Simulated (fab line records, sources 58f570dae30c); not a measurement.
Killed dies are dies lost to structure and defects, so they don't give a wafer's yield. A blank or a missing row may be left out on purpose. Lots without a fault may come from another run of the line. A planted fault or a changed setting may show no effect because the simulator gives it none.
Problem report in the 8D (eight disciplines) form, filled by code | flow berkeley_cmos170 | the parts of the form that need people (team, actions taken, sign-off) are left out

1. THE PROBLEM
M1_AL_RS at UCB170_M1_RS_MEAS_01 reads a mean of 0.0652 ohm/sq on 2 wafers of 2 lots; wafers without a fault read 0.0487 ohm/sq with a standard deviation of 0.00043. That is +38 standard deviations from the usual mean.
The step: measures by four-point-probe.
First seen on wafer L309.1, day 7 20:58, on film_metro-03. The record holds 39 wafers of 13 lots with a number at this step. Rule for "out", or "out of limits": more than 4 standard deviations from the usual mean. The other wafers with a number count as sound.

2. WHAT IT IS AND WHAT IT IS NOT
question                    | is               | is not
which readings at this step | M1_AL_RS         | -
which lots                  | L309, L314       | L307, L308, L313, L318, L320, L321, L322, L325, L327, L328, L329
which wafers of those lots  | L309.1, L314.3   | L309.2, L309.5, L314.1, L314.5
read on which gauges        | film_metro-03    | film_metro-01, film_metro-02
when                        | from day 7 20:58 | up to then (8 sound wafers); but 29 sound wafers of L313, L314, L318, L320, L321, L322, L325, L327, L328, L329 came after

3. SUSPECTS, AND WHAT RULES EACH OUT
Counting: a tool at a process step up to the reading stays a suspect if it ran every lot that is out. Sound lots after the first of them don't rule it out here, since some wafers of a struck lot are sound.
- the gauge at UCB170_M1_RS_MEAS_01: ruled out. All the wafers that are out were read on film_metro-03, but those of them that UCB170_M1_METAL_ETCH_12 has rows for are out there too, on other tools.
- plasma_asher-03 at UCB170_NWELL_STRIP_15 (strips in O2): kept. It ran every lot that is out, first L309 (day 2 22:05); its last sound lot up to then is L307 (day 2 11:08).
- pvd_sputter-04 at UCB170_M1_SPUTTER_00 (material Al, target thk 600 nm, time 80 s): kept. It ran every lot that is out, first L309 (day 7 20:54); its last sound lot up to then is L308 (day 7 08:06).
Left after counting: plasma_asher-03 at UCB170_NWELL_STRIP_15, pvd_sputter-04 at UCB170_M1_SPUTTER_00.

4. THE CAUSE (what the simulator had put in)
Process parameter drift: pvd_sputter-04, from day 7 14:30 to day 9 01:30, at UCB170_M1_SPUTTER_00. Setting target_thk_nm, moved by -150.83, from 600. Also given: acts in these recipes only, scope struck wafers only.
Counting left 2 suspects, and this tool is among them.

5. THE CHAIN OF EFFECTS, in route order
Each row: a reading whose mean over the struck wafers that have a number lies more than 3 standard deviations from the usual. Only readings for which the record gives a usual standard deviation are gone through. hours: the time from each lot's start at the first step in this table that gives one to its start at this step, as a median over the lots. sigmas: the change in usual standard deviations.
hours | step                    | reading        | usual         | on struck wafers | change  | sigmas
0     | UCB170_M1_RS_MEAS_01    | M1_AL_RS       | 0.0487 ohm/sq | 0.0652           | +0.0165 | +38
3     | UCB170_M1_THK_MEAS_02   | M1_AL_THK      | 607 nm        | 452              | -154    | -26
7     | UCB170_M1_METAL_ETCH_12 | oes_product_au | 0.856 a.u.    | 0.737            | -0.119  | -14
The process steps in it:
- UCB170_M1_METAL_ETCH_12: etches Al in Cl2/BCl3, stops on PSG, target depth 780 nm, time 130 s.

6. WHAT WOULD HAVE CAUGHT IT SOONER
In this record the first reading out of limits at a measuring or inspecting step was taken at day 7 20:58, 6 hours after the fault began at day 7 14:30.
Of the tool readings at UCB170_M1_SPUTTER_00 for which the record gives a usual standard deviation, none was out on any struck wafer, so an alarm limit of 4 standard deviations on them would not have fired.
Of the lots that are out (2), L314 began UCB170_M1_SPUTTER_00 on pvd_sputter-04 after day 7 20:58. A hold on the tool at that time would have spared it.
